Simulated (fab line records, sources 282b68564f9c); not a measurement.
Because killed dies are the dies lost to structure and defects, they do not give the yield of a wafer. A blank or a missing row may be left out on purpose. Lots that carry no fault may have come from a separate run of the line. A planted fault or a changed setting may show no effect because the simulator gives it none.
One fault through the eyes of 2 desks | flow ritCmos | each desk holds nothing but its own numbers, with what lay behind them at the end

THE TOOL OWNER'S DESK: furnace-02
Per lot that ran on this tool, the mean of the sampled wafers carrying a number, from the tool's own readings at RIT_M1_ANNEAL_15 (time 1800 s). If a lot's mean is further than 4 standard deviations from the usual mean, the lot is out of limits and carries the mark OUT (the distance appears in the brackets).
Columns: A = tubeCenterTempC at RIT_M1_ANNEAL_15, usual 447.6 C
lot  | first seen here | A
L859 | day 3 08:02     | 447.6
L860 | day 3 16:15     | 447.6
L868 | day 5 07:50     | 447.6
L877 | day 7 02:46     | 447.6
L879 | day 7 16:09     | 447.6
L880 | day 7 18:13     | 447.6
This desk found nothing out of limits on any of the 6 lots.

METROLOGY DESK
Lot by lot, what the gauges showed, no matter which tool ran the lot: averages of those sampled wafers that carry a number. If a lot's mean is further than 4 standard deviations from the usual mean, the lot is out of limits and carries the mark OUT (the distance appears in the brackets).
Columns: A = cdNm at RIT_M1_CD_MEAS_09, usual 2600.2 nm; B = M1_OVL at RIT_M1_OVL_MEAS_10, usual 0.1 nm; C = cdNm at RIT_M1_CD_MEAS_90, usual 2600.2 nm; D = M1_BOW at RIT_M1_BOW_MEAS_16, usual 17 um
lot  | first seen here | A      | B    | C      | D
L859 | day 3 06:43     | 2600.7 | 0.0  | 2603.9 | 14
L860 | day 3 15:13     | 2598.1 | 0.1  | 2598.1 | 14
L868 | day 5 05:56     | 2597.8 | -0.0 | 2597.3 | 11
L877 | day 7 01:46     | 2602.7 | 1.6  | 2602.9 | 21
L879 | day 7 15:07     | 2598.2 | -0.7 | 2597.1 | 17
L880 | day 7 17:11     | 2600.7 | -1.3 | 2600.2 | 16
This desk found nothing out of limits on any of the 6 lots.

BROUGHT TOGETHER
Nothing out of limits was seen by the tool owner's desk.
Metrology desk: nothing out of limits seen.

WHAT THE SIMULATOR HAD PUT IN
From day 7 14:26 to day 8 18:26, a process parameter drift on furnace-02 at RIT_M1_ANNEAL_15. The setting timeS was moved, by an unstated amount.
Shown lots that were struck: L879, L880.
